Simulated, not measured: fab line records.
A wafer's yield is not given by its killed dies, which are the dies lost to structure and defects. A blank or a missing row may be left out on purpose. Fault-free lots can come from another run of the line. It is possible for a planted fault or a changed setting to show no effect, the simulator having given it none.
Matching of chambers    flow berkeleyCmos170    UCB170_SPACER_ETCHBACK_03 on rieDiel-01 has 4 sister chambers
The step etches SiO2 in CHF3/CF4/Ar, stops on Si, target depth 376 nm, time 100 s. 4 wafers are shown with their chamber, then 7 later ones without.

WAFERS, EACH WITH ITS CHAMBER
wafer   chamber  drypumpMotorCurrentA (A)
L661.2  3        6.0
L661.6  1        5.8
L662.4  0        5.6
L662.5  2        5.3

WAFERS WITH NO CHAMBER GIVEN
wafer   drypumpMotorCurrentA (A)
L662.6  5.8
L665.1  5.8
L665.4  5.3
L665.5  5.6
L668.3  5.3
L668.4  5.3
L668.6  5.9

WHICH CHAMBER EACH ONE RAN IN
wafer   from the rows above      in truth
L662.6  1                        1
L665.1  1                        1
L665.4  2                        2
L665.5  0                        0
L668.3  2                        2
L668.4  2                        2
L668.6  can't be placed: 3 or 1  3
Correctly placed: 6 of 7. Not placeable from these rows: 1 (in 1, the candidates include the true chamber). 0 placed wrongly.
How it was worked out, from the rows above alone: a wafer's distance from a chamber is the root of the sum, over the readings, of the square of ((its reading less the chamber's mean) divided by the reading's scatter). If the next closest chamber is less than 2 further off than the closest, the wafer can't be placed; otherwise it belongs to the closest. A chamber's mean is the mean of its shown wafers. The scatter: root of mean squared gap, hidden wafer to nearest shown wafer, with one shown wafer a chamber.
